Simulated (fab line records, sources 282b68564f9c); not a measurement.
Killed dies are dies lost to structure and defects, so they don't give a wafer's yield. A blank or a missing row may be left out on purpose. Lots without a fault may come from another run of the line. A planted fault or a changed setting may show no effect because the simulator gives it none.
fab line records | flow rit_cmos
record lots=6 wafers=18 last_day=6
route steps=202 shown REOX@100 NLDD@103 PLDD@114 SPACER@125
lots that met no fault: from a run of the same line without faults
start_h: hours from the record's first day to the start of the lot's first wafer shown | wait_h: hours since the lot's step before | " the same as in the row above | L1.1+2: a row that stands for several wafers | - no value, or no start given | * or withheld: withheld | < > ~ a bound
route shown NAME@n: a module of which the file shows steps, and the number in the route of the first | usual: mean/standard deviation of fault-free wafers | same: alike in all rows | chamber/n: place in a boat | sites: the reading at each site | _std_site: their standard deviation | _edge_site: outer sites' mean less inner sites' | radius_mm: how far each site lies from the wafer's centre | mask NAME#n: copy n | behind: the tool/chamber that last shaped the wafer | hold: why the lot was held/for how many hours/how that ended | device: the transistor (n, p or np) that didn't switch | end of line: the same wafers' tests at the end of the route | a step without rows: its recipe alone | killed: dies lost to structure and defects at the first sort, not the wafer's yield | map: a wafer's dies, x killed, . not, _ none there
set.NAME: the setting as run; set.NAME@STEP: as run at that earlier step | model.NAME: the simulator's own value behind a step, which no gauge read
lots at some steps of the route; a table a step, a row a wafer
services: from which hour (start_h, from the record's first day; less than 0 if before it) a tool's chamber was out of use, for how many hours, and why
## steps
# step RIT_REOX_CLEAN_02
# recipe chemistry=SC2 mix=3:3:50 time_s=600 temp_c=75 dry=n2_spin
# step RIT_REOX_OXIDATION_03
# recipe temp_c=900 ambient=O2 target_thk_a=252 ox_time_s=5580
# step RIT_REOX_THK_MEAS_04
# recipe reads=SiO2_of_REOX_OXIDATION_03
# usual REOX_OXIDE_THK=25.0/0.48
# columns lot.wafer tool chamber start_h wait_h REOX_OXIDE_THK[nm]
L627.3 film_metro-04 - 47.67 0.0 24.5
L627.5 " - " " 23.7
L627.6 " - " " 24.5
L633.1 film_metro-02 - 80.93 0.0 25.7
L633.5 " - " " 25.7
L633.6 " - " " 25.5
L635.1 film_metro-02 - 86.56 0.0 25.8
L635.3 " - " " 25.5
L635.6 " - " " 25.3
L636.4 film_metro-02 - 90.07 0.0 24.3
L636.5 " - " " 24.4
L636.6 " - " " 24.8
L639.2 film_metro-01 - 106.93 0.0 25.5
L639.5 " - " " 25.0
L639.6 " - " " 25.5
L641.2 film_metro-04 - 119.99 0.0 25.8
L641.3 " - " " 25.8
L641.4 " - " " 25.5
# step RIT_NLDD_HMDS_00
# recipe prime_time_s=60 prime_temp_c=140
# step RIT_NLDD_COAT_01
# recipe resist=NOVOLAK spin_rpm=3250 resist_thk_nm=1000
# step RIT_NLDD_SOFTBAKE_02
# recipe resist=NOVOLAK temp_c=90 time_s=60
# step RIT_NLDD_EXPOSE_03
# recipe mask_id=M7 na=0.57 target_cd_nm=40700 dose_mj=250
# step RIT_NLDD_PEB_04
# recipe resist=NOVOLAK temp_c=withheld time_s=withheld
# step RIT_NLDD_DEVELOP_05
# recipe resist=NOVOLAK develop_time_s=50 dev_temp_c=23
# step RIT_NLDD_OVL_MEAS_06
# usual NLDD_OVL=0.1/1.5
# columns lot.wafer tool chamber start_h wait_h NLDD_OVL[nm]
L627.3 overlay-02 - 48.57 - -0.4
L627.5 " - " " 0.0
L627.6 " - " " -1.2
L633.1 overlay-02 - 81.96 - 1.7
L633.5 " - " " 1.0
L633.6 " - " " 2.9
L635.1 overlay-02 - 87.47 - 0.2
L635.3 " - " " -1.2
L635.6 " - " " -0.7
L636.4 overlay-02 - 91.09 - -1.9
L636.5 " - " " -2.0
L636.6 " - " " -0.4
L639.2 overlay-02 - 107.83 - -1.3
L639.5 " - " " -2.3
L639.6 " - " " -1.7
L641.2 overlay-02 - 120.89 - 0.9
L641.3 " - " " 0.5
L641.4 " - " " 1.0
# step RIT_NLDD_HARDBAKE_07
# recipe resist=NOVOLAK temp_c=140 time_s=60
# step RIT_NLDD_IMPLANT_08
# recipe species=P energy_kev=20 dose_cm2=4.929e+14 tilt_deg=7
# step RIT_NLDD_STRIP_09
# recipe chemistry=O2 time_s=180 resist=NOVOLAK platen_temp_c=withheld power_w=500 pressure_mtorr=4000 o2_flow_sccm=4000
# usual chamber_pressure_mTorr=4000/3.5 drypump_motor_current_A=5.7/0.45 o2_flow_sccm=4000/12
# columns lot.wafer tool chamber start_h wait_h chamber_pressure_mTorr drypump_motor_current_A o2_flow_sccm rf_hours_counter_h model.NOVOLAK_of_NLDD_COAT_01.thk_nm
L627.3 plasma_asher-02 1 48.95 0.1 3994 6.5 3988 - 0
L627.5 " 1 " " 3995 6.5 3997 - 0
L627.6 " 0 " " 4000 5.4 3993 - 0
L633.1 plasma_asher-01 0 82.30 0.1 3999 5.8 4012 49 0
L633.5 " 1 " " 4002 6.3 3989 - 0
L633.6 " 0 " " 3998 5.8 3983 - 0
L635.1 plasma_asher-01 1 87.81 0.1 - - - - 882.9
L635.3 " 1 " " - - - - 881.9
L635.6 " 1 " " - - - - 883.9
L636.4 plasma_asher-03 1 91.47 0.1 - - - - 883
L636.5 " 0 " " - - - - 883.9
L636.6 " 1 " " - - - - 883.5
L639.2 plasma_asher-03 0 108.16 0.1 4007 5.7 3992 37 0
L639.5 " 1 " " 3996 5.1 3985 - 0
L639.6 " 0 " " 4006 5.7 4000 - 0
L641.2 plasma_asher-03 1 121.22 0.1 3999 5.1 4004 38 0
L641.3 " 0 " " 3993 5.7 3993 - 0
L641.4 " 1 " " 3998 5.1 4020 - 0
# step RIT_NLDD_TW_MEAS_10
# usual NLDD_TW=2496/30
# columns lot.wafer tool chamber start_h wait_h NLDD_TW
L627.3 film_metro-01 - 49.09 0.1 2513
L627.5 " - " " 2501
L627.6 " - " " 2514
L633.1 film_metro-04 - 82.47 0.1 2458
L633.5 " - " " 2451
L633.6 " - " " 2456
L635.1 film_metro-04 - 87.98 0.1 2451
L635.3 " - " " 2433
L635.6 " - " " 2453
L636.4 film_metro-03 - 91.61 0.1 2485
L636.5 " - " " 2512
L636.6 " - " " 2495
L639.2 film_metro-03 - 108.35 0.1 2505
L639.5 " - " " 2507
L639.6 " - " " 2510
L641.2 film_metro-01 - 121.41 0.1 2508
L641.3 " - " " 2507
L641.4 " - " " 2507
# step RIT_PLDD_HMDS_00
# recipe prime_time_s=60 prime_temp_c=140
# step RIT_PLDD_COAT_01
# recipe resist=NOVOLAK spin_rpm=3250 resist_thk_nm=1000
# step RIT_PLDD_SOFTBAKE_02
# recipe resist=NOVOLAK temp_c=90.87 time_s=60
# step RIT_PLDD_EXPOSE_03
# recipe mask_id=M8 na=0.57 target_cd_nm=40900 dose_mj=250
# step RIT_PLDD_PEB_04
# recipe resist=NOVOLAK temp_c=withheld time_s=withheld
# step RIT_PLDD_DEVELOP_05
# recipe resist=NOVOLAK develop_time_s=50 dev_temp_c=23
# step RIT_PLDD_OVL_MEAS_06
# usual PLDD_OVL=0.4/1.6
# columns lot.wafer tool chamber start_h wait_h PLDD_OVL[nm]
L627.3 overlay-02 - 49.99 - -0.6
L627.5 " - " " -0.5
L627.6 " - " " 0.8
L633.1 overlay-01 - 83.38 - -1.9
L633.5 " - " " 0.4
L633.6 " - " " -2.2
L635.1 overlay-01 - 88.89 - 2.5
L635.3 " - " " 1.6
L635.6 " - " " 2.3
L636.4 overlay-01 - 92.51 - -3.3
L636.5 " - " " -3.4
L636.6 " - " " -2.5
L639.2 overlay-02 - 109.26 - -0.5
L639.5 " - " " 0.8
L639.6 " - " " -0.2
L641.2 overlay-02 - 122.31 - 1.3
L641.3 " - " " 0.7
L641.4 " - " " 0.0
# step RIT_PLDD_HARDBAKE_07
# recipe resist=NOVOLAK temp_c=140 time_s=60
# step RIT_PLDD_IMPLANT_08
# recipe species=BF2 energy_kev=20 dose_cm2=9e+14 tilt_deg=7
# step RIT_PLDD_STRIP_09
# recipe chemistry=O2 time_s=180 resist=NOVOLAK platen_temp_c=withheld power_w=500 pressure_mtorr=4000 o2_flow_sccm=4000
# usual chamber_pressure_mTorr=3999/3.9 drypump_motor_current_A=5.8/0.59 o2_flow_sccm=4000/12
# columns lot.wafer tool chamber start_h wait_h chamber_pressure_mTorr drypump_motor_current_A o2_flow_sccm rf_hours_counter_h
L627.3 plasma_asher-03 1 50.37 0.1 4001 5.1 3990 -
L627.5 " 1 " " 4004 5.1 3993 -
L627.6 " 0 " " 4000 5.8 3999 -
L633.1 plasma_asher-03 0 83.72 0.1 3997 5.8 4000 35
L633.5 " 1 " " 4006 5.1 3988 -
L633.6 " 0 " " 3998 5.8 4013 -
L635.1 plasma_asher-03 0 89.23 0.1 4002 5.8 4015 35
L635.3 " 1 " " 3998 5.1 3998 -
L635.6 " 1 " " 3995 5.1 3989 -
L636.4 plasma_asher-04 1 92.89 0.1 4001 5.2 3997 -
L636.5 " 0 " " 3999 6.6 3997 -
L636.6 " 1 " " 4003 5.2 4008 -
L639.2 plasma_asher-02 0 109.59 0.1 3994 5.4 4003 30
L639.5 " 0 " " 3998 5.4 4013 -
L639.6 " 1 " " 3996 6.5 3988 -
L641.2 plasma_asher-04 1 122.64 0.1 3992 5.2 3991 0
L641.3 " 0 " " 3999 6.6 4000 -
L641.4 " 1 " " 3997 5.2 4005 -
# step RIT_PLDD_TW_MEAS_10
# usual PLDD_TW=2348/31
# columns lot.wafer tool chamber start_h wait_h PLDD_TW
L627.3 film_metro-01 - 50.51 0.1 2386
L627.5 " - " " 2387
L627.6 " - " " 2362
L633.1 film_metro-01 - 83.90 0.1 2382
L633.5 " - " " 2375
L633.6 " - " " 2378
L635.1 film_metro-01 - 89.40 0.1 30
L635.3 " - " " 30
L635.6 " - " " 31
L636.4 film_metro-04 - 93.03 0.1 30
L636.5 " - " " 30
L636.6 " - " " 30
L639.2 film_metro-04 - 109.77 0.1 2324
L639.5 " - " " 2316
L639.6 " - " " 2318
L641.2 film_metro-01 - 122.83 0.1 2380
L641.3 " - " " 2390
L641.4 " - " " 2372
# step RIT_SPACER_CLEAN_00
# recipe chemistry=SC1 mix=3:3:50 time_s=600 temp_c=75
## services
# columns tool chamber start_h hours kind
plasma_asher-04 - 108.75 9.0 pm
plasma_asher-04 0 108.75 9.0 vent_cycle
plasma_asher-04 1 108.75 9.0 vent_cycle
plasma_asher-04 0 117.75 - clean
plasma_asher-04 1 117.75 - clean
## key
first_sign step=RIT_NLDD_STRIP_09 reading=tool_record direction=missing
effect step=RIT_PLDD_TW_MEAS_10 reading=PLDD_TW direction=down sigmas=75 usual=2348 struck=30
model_effect step=RIT_NLDD_STRIP_09 value=NOVOLAK_of_NLDD_COAT_01.thk_nm without=0 struck=883.2
met_at RIT_NLDD_STRIP_09
struck_wafers L635.1,L635.3,L635.6,L636.4,L636.5,L636.6
later_rows_left_out L635.1,L635.3,L635.6,L636.4,L636.5,L636.6
sort_left_out L635.1,L635.3,L635.6,L636.4,L636.5,L636.6
tester_left_out L635,L636
onset_between 82.30 87.81
fault kind=skipped_step_whole tool=plasma_asher-01,plasma_asher-03 chamber=- onset_h=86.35 steps=RIT_NLDD_STRIP_09 scope=struck_lots_only
# tester_left_out: of these lots the tester's yield and bins aren't shown, on N5 and GAA mostly nor the transistor test; their killed dies are dies lost to structure and defects alone, not to doping, threshold or leakage, so they don't give the yield
# sort_left_out: the simulated sort isn't trusted on such a fault, so these wafers' sort isn't shown, and their yield isn't known
# later_rows_left_out: the simulator's readings of these wafers behind a module that went badly wrong aren't trusted and aren't shown, but for the sort
